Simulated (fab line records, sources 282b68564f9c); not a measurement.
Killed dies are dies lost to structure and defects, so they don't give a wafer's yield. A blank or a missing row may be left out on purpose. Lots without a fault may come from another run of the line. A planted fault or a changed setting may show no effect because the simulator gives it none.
A struck lot beside a sound one | flow rit_cmos | 22 steps out of a route of 202
Sound: wafers L225.1, L225.3, L225.5. Struck: wafers L234.3, L234.4, L234.5. The cause comes at the end.
At each step with rows: each side's tool, then ch and its chambers, then its first start. Under that, the readings that differ: sound wafers | struck wafers | difference of the means | sigmas: that difference in standard deviations of wafers without a fault.
alike: readings whose means differ by less than 2 such deviations, and words and numbers that are the same on both sides. not compared: withheld readings, readings that some wafer has no value for, bounds like >300 that may hide the same value, and numbers for which the record gives no deviation and whose values overlap.
The two part at a step that has a row with sigmas, a row that says differs or no value, or rows on one side only. Numbers that don't overlap but have no deviation are shown without sigmas and don't part them. A reading that every wafer of one side lacks parts them only if that side has two wafers or more.

first, 2 steps without rows for these wafers: RIT_NSD_HARDBAKE_07 (time 60 s); RIT_NSD_IMPLANT_08.
RIT_NSD_STRIP_09: strips in O2, time 180 s.
  sound on plasma_asher-04 ch 0,1, day 3 07:16; struck on plasma_asher-03 ch 0,1, day 5 09:34
  alike: drypump_motor_current_A, rf_refl_power_W
  not compared: rf_hours_counter_h
RIT_NSD_TW_MEAS_10:
  sound on film_metro-02, day 3 07:26; struck on film_metro-03, day 5 09:41
  reading | sound          | struck         | difference | sigmas
  NSD_TW  | 3073 3080 3078 | 3158 3154 3164 | +82        | +3
then, 6 steps without rows for these wafers: RIT_PSD_HMDS_00 (prime time 60 s); RIT_PSD_COAT_01 (resist thk 1000 nm); RIT_PSD_SOFTBAKE_02 (time 60 s); RIT_PSD_EXPOSE_03 (exposes mask M10, target cd 40900 nm); RIT_PSD_PEB_04; RIT_PSD_DEVELOP_05 (develop time 50 s).
RIT_PSD_OVL_MEAS_06:
  sound on overlay-02, day 3 08:21; struck on overlay-01, day 5 10:43
  alike: PSD_OVL
then, 1 step without rows for these wafers: RIT_PSD_HARDBAKE_07 (time 60 s).
RIT_PSD_IMPLANT_08:
  sound on implanter-01 ch 0, day 3 08:32; struck on implanter-03 ch 0, day 5 11:16
  alike: beam_energy_keV
RIT_PSD_STRIP_09: strips in O2, time 180 s.
  sound on plasma_asher-02 ch 1, day 3 08:41; struck on plasma_asher-02 ch 0,1, day 5 11:25
  reading                     | sound          | struck         | difference | sigmas
  drypump_motor_current_A (A) | 5.28 5.26 5.26 | 5.26 6.07 6.06 | +0.53      | +2
  alike: rf_refl_power_W
  not compared: rf_hours_counter_h
RIT_PSD_TW_MEAS_10:
  sound on film_metro-01, day 3 08:52; struck on film_metro-03, day 5 11:33
  reading | sound          | struck         | difference | sigmas
  PSD_TW  | 3408 3408 3397 | 3632 3628 3624 | +224       | +7
then, 3 steps without rows for these wafers: RIT_SDANNEAL_CLEAN_00 (cleans in SC1, time 600 s); RIT_SDANNEAL_CLEAN_01 (cleans in dHF, time 30 s); RIT_SDANNEAL_CLEAN_02 (cleans in SC2, time 600 s).
RIT_SDANNEAL_RTA_03: time 5 s.
  sound on rtp_anneal-02 ch 0, day 3 09:17; struck on rtp_anneal-01 ch 0, day 5 12:04
  alike: ramp_down_c_per_s, wafer_temp_C_max
RIT_SDANNEAL_RS_MEAS_04: measures by four-point-probe.
  sound on film_metro-03, day 3 09:20; struck on film_metro-02, day 5 12:08
  reading         | sound                | struck               | difference | sigmas
  PSD_RS (ohm/sq) | 115.48 115.53 115.53 | 107.76 107.81 107.68 | -7.76      | -27
RIT_SDANNEAL_RS_MEAS_05: measures by four-point-probe.
  sound on film_metro-03, day 3 09:28; struck on film_metro-02, day 5 12:16
  alike: NSD_RS
RIT_M1_PROBE_99:
  sound on prober-01, day 3 16:35; struck on prober-02, day 5 19:58
  alike: killed_at_front_end, killed_dies, killed_open, killed_short

WHERE THEY PART
First at RIT_NSD_TW_MEAS_10; last, within this record, at RIT_SDANNEAL_RS_MEAS_04. Later steps at which nothing parts them and some readings are alike: RIT_SDANNEAL_RS_MEAS_05, RIT_M1_PROBE_99.

WHY: what the simulator had put in
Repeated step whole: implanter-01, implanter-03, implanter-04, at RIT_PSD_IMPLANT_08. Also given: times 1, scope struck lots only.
